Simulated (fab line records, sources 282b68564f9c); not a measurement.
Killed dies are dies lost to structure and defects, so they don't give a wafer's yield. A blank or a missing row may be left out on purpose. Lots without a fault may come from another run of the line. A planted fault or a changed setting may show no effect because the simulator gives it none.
Problem report in the 8D (eight disciplines) form, filled by code | flow rit_cmos | the parts of the form that need people (team, actions taken, sign-off) are left out

1. THE PROBLEM
tilt_deg at RIT_NLDD_IMPLANT_08 reads a mean of 6.230 degrees on 6 wafers of 2 lots; wafers without a fault read 7.005 degrees with a standard deviation of 0.02. That is -39 standard deviations from the usual mean.
First seen on wafer L573.3, day 5 19:52, on implanter-04. The record holds 42 wafers of 14 lots with a number at this step. Rule for "out", or "out of limits": more than 4 standard deviations from the usual mean. The other wafers with a number count as sound.

2. WHAT IT IS AND WHAT IT IS NOT
question                    | is                     | is not
which readings at this step | tilt_deg               | -
which lots                  | L573, L574             | L558, L559, L560, L561, L562, L563, L564, L565, L567, L577, L580, L581
which wafers of those lots  | all that have a number | -
read on which tools         | implanter-04           | implanter-01, implanter-02
when                        | from day 5 19:52       | up to then (27 sound wafers); but 9 sound wafers of L577, L580, L581 came after

3. SUSPECTS, AND WHAT RULES EACH OUT
Counting: a tool at a process step up to the reading stays a suspect if it ran every lot that is out and no sound lot after the first of them.
- implanter-04 at RIT_NLDD_IMPLANT_08: kept. It ran every lot that is out, first L573 (day 5 19:52), and no sound lot after that; its last sound lot up to then is L561 (day 3 09:07). Its own readings are out on those wafers: tilt_deg.
Left after counting: implanter-04 at RIT_NLDD_IMPLANT_08.

4. THE CAUSE (what the simulator had put in)
Process parameter drift: implanter-04, from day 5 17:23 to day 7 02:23, at RIT_NLDD_IMPLANT_08. Setting tilt_deg, moved by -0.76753, from 7. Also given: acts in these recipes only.
Counting left only this tool.

5. THE CHAIN OF EFFECTS, in route order
Each row: a reading whose mean over the struck wafers that have a number lies more than 3 standard deviations from the usual. Only readings for which the record gives a usual standard deviation are gone through. hours: the time from each lot's start at the first step in this table that gives one to its start at this step, as a median over the lots. sigmas: the change in usual standard deviations.
hours | step                | reading  | usual         | on struck wafers | change | sigmas
0     | RIT_NLDD_IMPLANT_08 | tilt_deg | 7.005 degrees | 6.230            | -0.775 | -39
The process steps in it:
- RIT_NLDD_IMPLANT_08
Readings that are blank on the struck wafers while sound wafers have them: NLDD_RS at RIT_SDANNEAL_RS_MEAS_07.

6. WHAT WOULD HAVE CAUGHT IT SOONER
In this record the first reading out of limits was taken at day 5 19:52, 2 hours after the fault began at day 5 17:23.
